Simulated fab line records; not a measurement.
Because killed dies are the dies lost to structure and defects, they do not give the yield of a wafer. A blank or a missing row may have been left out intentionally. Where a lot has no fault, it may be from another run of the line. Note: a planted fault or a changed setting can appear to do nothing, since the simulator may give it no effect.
Which of the tools did it?    flow rit_cmos    14 lots with 42 wafers sampled at 3 steps, on a route of 202 steps

WHAT THE GAUGES SHOWED, per wafer
RIT_PLDD_TW_MEAS_10.
lot   measured     on             PLDD_TW
L211  day 3 00:54  film_metro-03  2378 2384 2382
L212  day 3 02:29  film_metro-01  2370 2380 2368
L213  day 3 08:27  film_metro-04  2306 2312 2307
L214  day 3 12:46  film_metro-03  2376 2380 2377
L216  day 3 21:10  film_metro-04  2311 2297 2314
L217  day 4 01:32  film_metro-04  2318 2319 2306
L223  day 5 07:10  film_metro-03  2362 2372 2368
L225  day 5 17:35  film_metro-04  2135 2128 2116
L226  day 6 02:49  film_metro-01  2180 2180 2182
L227  day 6 10:01  film_metro-04  2330 2329 2317
L228  day 6 12:41  film_metro-01  2375 2375 2374
L229  day 6 23:11  film_metro-04  2316 2327 2322
L233  day 7 17:26  film_metro-03  2365 2353 2360
L234  day 8 01:06  film_metro-01  2371 2356 2364

RIT_SDANNEAL_RS_MEAS_06: the measuring method here is four-point-probe.
lot   measured     on             PLDD_RS (ohm/sq)
L211  day 3 08:23  film_metro-01  178.9 179.1 178.9
L212  day 3 10:55  film_metro-01  180.1 179.7 180.0
L213  day 3 14:34  film_metro-03  179.6 179.2 179.0
L214  day 3 19:30  film_metro-04  178.7 179.0 179.2
L216  day 4 03:31  film_metro-04  178.7 178.7 179.2
L217  day 4 07:38  film_metro-04  179.1 178.5 178.8
L223  day 5 13:23  film_metro-01  178.9 179.1 179.2
L225  day 5 23:48  film_metro-01  215.5 215.9 216.0
L226  day 6 09:43  film_metro-04  215.1 215.3 215.0
L227  day 6 18:05  film_metro-03  179.1 179.5 179.0
L228  day 6 19:33  film_metro-04  178.9 179.0 179.5
L229  day 7 06:13  film_metro-01  178.6 178.8 178.8
L233  day 8 01:02  film_metro-04  179.0 179.3 178.4
L234  day 8 07:33  film_metro-04  178.9 178.5 178.7

WHAT TOOL EACH LOT RAN ON (gives the tool, then ch and the chambers of the sampled wafers, and finally the start)
lot   RIT_PLDD_IMPLANT_08
L211  implanter-04 ch 0, day 3 00:35
L212  implanter-03 ch 0, day 3 02:10
L213  implanter-04 ch 0, day 3 08:07
L214  implanter-02 ch 0, day 3 12:28
L216  implanter-03 ch 0, day 3 20:52
L217  implanter-02 ch 0, day 4 01:13
L223  implanter-04 ch 0, day 5 06:52
L225  implanter-04 ch 0, day 5 17:16
L226  implanter-04 ch 0, day 6 02:29
L227  implanter-02 ch 0, day 6 09:41
L228  implanter-02 ch 0, day 6 12:22
L229  implanter-02 ch 0, day 6 22:52
L233  implanter-02 ch 0, day 7 17:07
L234  implanter-02 ch 0, day 8 00:47
- RIT_PLDD_IMPLANT_08

WHAT THE TOOLS THEMSELVES READ (means of the sampled wafers that have a number; where no wafer has one, the mark that the record gives instead)
RIT_PLDD_IMPLANT_08.
lot   tool          dose_ions_cm2  faraday_current_uA
L211  implanter-04  8.991e+14      2800
L212  implanter-03  8.995e+14      2778
L213  implanter-04  9.002e+14      2928
L214  implanter-02  8.999e+14      2843
L216  implanter-03  8.994e+14      2818
L217  implanter-02  8.997e+14      2808
L223  implanter-04  8.987e+14      2800
L225  implanter-04  6.355e+14      1978
L226  implanter-04  6.361e+14      2003
L227  implanter-02  9.007e+14      2835
L228  implanter-02  9.002e+14      2772
L229  implanter-02  8.998e+14      2832
L233  implanter-02  8.992e+14      2787
L234  implanter-02  8.992e+14      2759

THE ANSWER, worked out from the rows above alone
Rule: the lots themselves supply what counts as usual. Put in order of their means at a reading, lots are off if they are a third of the lots or fewer, leave a main group of 4 or more, and stand apart from it by a gap of 3 or more times the standard deviation of the main group's means; of several such gaps the widest counts. Not used: any main group whose means are identical at the precision the tables above print for the reading. A lot without any number at a reading at which 4 lots or more have one is off too. All remaining lots with rows at the step are treated as sound. First the gauges in route order, then the tools' own readings, where a lot's mean is used as printed above. At the first step where some lot is off, the reading lying furthest off is the one used; lots without a number count as furthest.
Off: L225, L226, at RIT_PLDD_TW_MEAS_10 (PLDD_TW). The main group: mean 2348, standard deviation 28.
If a tool, at a process step before that reading, ran all the lots that are off and no sound lot after the first of them, it fits. The gauges at RIT_PLDD_TW_MEAS_10 aren't tried: what is off there is off at RIT_PLDD_IMPLANT_08 too, on other tools, and a gauge's error can't cause that. One fits: implanter-04 at RIT_PLDD_IMPLANT_08. Its last sound lot is L223 (day 5 06:52), its first lot that is off L225 (day 5 17:16): a fault that began between those two fits.
The tool's own readings at RIT_PLDD_IMPLANT_08 bear it out: on the lots that are off they differ by more than 5 times the standard deviation of the sound lots' means. dose_ions_cm2 reads 6.358e+14 there against 8.996e+14 on the sound lots; faraday_current_uA reads 1990 there against 2813 on the sound lots.

WHAT HAD BEEN PUT IN BY THE SIMULATOR
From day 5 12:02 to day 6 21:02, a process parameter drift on implanter-04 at RIT_PLDD_IMPLANT_08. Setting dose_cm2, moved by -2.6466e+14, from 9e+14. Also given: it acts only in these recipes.
Struck lots among those shown: L225, L226. The rule above reached the same finding.
